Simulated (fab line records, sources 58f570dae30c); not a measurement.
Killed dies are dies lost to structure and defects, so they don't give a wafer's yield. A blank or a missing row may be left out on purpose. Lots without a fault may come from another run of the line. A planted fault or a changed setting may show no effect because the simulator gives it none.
Which tool did it? | flow berkeley_cmos170 | 14 lots, 42 wafers sampled, at 4 steps of a route of 331

WHAT THE GAUGES READ, wafer by wafer
UCB170_PWELL_OVL_MEAS_13.
lot  | measured    | on         | PWELL_OVL (nm)
L859 | day 3 05:53 | overlay-01 | 1 4 0
L860 | day 3 16:10 | overlay-02 | -11 -7 -6
L861 | day 3 19:11 | overlay-02 | 0 1 0
L862 | day 4 00:51 | overlay-02 | -1 3 -2
L865 | day 4 16:30 | overlay-01 | -6 -20 -8
L867 | day 4 22:51 | overlay-02 | -3 3 1
L866 | day 4 23:24 | overlay-02 | -1 -7 -2
L871 | day 5 19:26 | overlay-02 | 3 2 13
L874 | day 6 03:43 | overlay-02 | -5 -1 -3
L875 | day 6 18:14 | overlay-02 | -3 -3 -6
L878 | day 7 00:23 | overlay-02 | -9 -2 -7
L879 | day 7 08:04 | overlay-02 | 1 12 5
L880 | day 7 08:20 | overlay-02 | 2 -2 9
L881 | day 7 16:05 | overlay-02 | -8 -8 -1

UCB170_WELLDRIVE_THK_MEAS_02.
lot  | measured    | on            | WELLDRIVE_OXIDE_THK (nm)
L859 | day 3 17:49 | film_metro-04 | 196 198 198
L860 | day 4 05:54 | film_metro-02 | 205 200 198
L861 | day 4 05:54 | film_metro-01 | 199 198 204
L862 | day 4 12:46 | film_metro-01 | 205 202 204
L865 | day 5 03:32 | film_metro-04 | 192 195 194
L867 | day 5 10:07 | film_metro-04 | 202 200 202
L866 | day 5 10:07 | film_metro-01 | 204 204 203
L871 | day 6 04:49 | film_metro-04 | 193 193 194
L874 | day 6 15:09 | film_metro-02 | 196 198 199
L875 | day 7 04:07 | film_metro-04 | 198 196 198
L878 | day 7 12:20 | film_metro-02 | 190 190 192
L879 | day 7 18:50 | film_metro-01 | 197 196 195
L880 | day 7 18:50 | film_metro-02 | 196 196 200
L881 | day 8 04:07 | film_metro-02 | 203 206 205

UCB170_PLDD_CD_MEAS_06: target cd 1200 nm.
lot  | measured     | on        | cd_nm (nm)
L859 | day 6 13:51  | cd_sem-01 | 1199.3 1199.5 1198.9
L860 | day 6 16:50  | cd_sem-02 | 1200.8 1200.6 1200.0
L861 | day 6 17:01  | cd_sem-02 | 1199.5 1200.5 1199.0
L862 | day 6 23:47  | cd_sem-02 | 1199.9 1199.6 1199.5
L865 | day 7 05:02  | cd_sem-02 | 1200.1 1199.1 1199.7
L867 | day 7 21:43  | cd_sem-02 | 1199.3 1200.5 1201.3
L866 | day 7 21:28  | cd_sem-02 | 1200.8 1202.1 1200.4
L871 | day 8 19:59  | cd_sem-01 | 1201.6 1200.5 1200.3
L874 | day 9 03:07  | cd_sem-01 | 1200.9 1200.9 1199.7
L875 | day 10 00:44 | cd_sem-01 | 1199.5 1201.0 1199.6
L878 | day 9 23:06  | cd_sem-02 | 1201.8 1200.9 1201.4
L879 | day 10 06:07 | cd_sem-01 | 1199.1 1199.2 1200.6
L880 | day 10 06:20 | cd_sem-02 | 1199.7 1199.0 1198.4
L881 | day 10 13:23 | cd_sem-02 | 1199.0 1199.5 1199.6

WHICH TOOL RAN EACH LOT (tool, then ch and the chambers of the sampled wafers, then the start)
lot  | UCB170_GATE_COAT_06
L859 | litho_track-02 ch 0, day 6 11:04
L860 | litho_track-02 ch 0, day 6 14:11
L861 | litho_track-01 ch 0, day 6 14:15
L862 | litho_track-01 ch 0, day 6 20:11
L865 | litho_track-01 ch 0, day 7 01:46
L867 | litho_track-04 ch 0, day 7 19:02
L866 | litho_track-01 ch 0, day 7 18:58
L871 | litho_track-04 ch 0, day 8 16:53
L874 | litho_track-04 ch 0, day 8 21:58
L875 | litho_track-04 ch 0, day 9 20:07
L878 | litho_track-02 ch 0, day 9 19:43
L879 | litho_track-01 ch 0, day 10 03:35
L880 | litho_track-02 ch 0, day 10 03:44
L881 | litho_track-02 ch 0, day 10 10:43
- UCB170_GATE_COAT_06

WHAT THE TOOLS THEMSELVES READ (means of the sampled wafers that have a number; where no wafer has one, the mark that the record gives instead)
UCB170_GATE_COAT_06.
lot  | tool           | spin_speed_rpm (rpm)
L859 | litho_track-02 | 3000.2
L860 | litho_track-02 | 3001.0
L861 | litho_track-01 | 2998.3
L862 | litho_track-01 | 3001.7
L865 | litho_track-01 | 3068.9
L867 | litho_track-04 | 3000.3
L866 | litho_track-01 | 3069.3
L871 | litho_track-04 | 2998.8
L874 | litho_track-04 | 2996.2
L875 | litho_track-04 | 3000.3
L878 | litho_track-02 | 3002.1
L879 | litho_track-01 | 2998.0
L880 | litho_track-02 | 3002.7
L881 | litho_track-02 | 3000.9

THE ANSWER, worked out from the rows above alone
Rule: what is usual is taken from the lots themselves. Put in order of their means at a reading, lots are off if they are a third of the lots or fewer, leave a main group of 4 or more, and stand apart from it by a gap of 3 or more times the standard deviation of the main group's means; of several such gaps the widest counts. A main group whose means are all the same, to the digits that the tables above print for the reading, isn't used. A lot without any number at a reading at which 4 lots or more have one is off too. The other lots that the step has rows for count as sound. The gauges are gone through in route order, then the tools' own readings, and for those a lot's mean is taken as printed above. The first step at which some lot is off is used, and at that step the reading that is off furthest; a lot without a number counts as furthest.
Off: L865, L866, at UCB170_GATE_COAT_06 (spin_speed_rpm). The main group: mean 3000.0 rpm, standard deviation 1.8.
A tool fits if, at that step or a process step before it, it ran every lot that is off, and no sound lot after the first of them. None of those tried fits.

WHAT THE SIMULATOR HAD PUT IN
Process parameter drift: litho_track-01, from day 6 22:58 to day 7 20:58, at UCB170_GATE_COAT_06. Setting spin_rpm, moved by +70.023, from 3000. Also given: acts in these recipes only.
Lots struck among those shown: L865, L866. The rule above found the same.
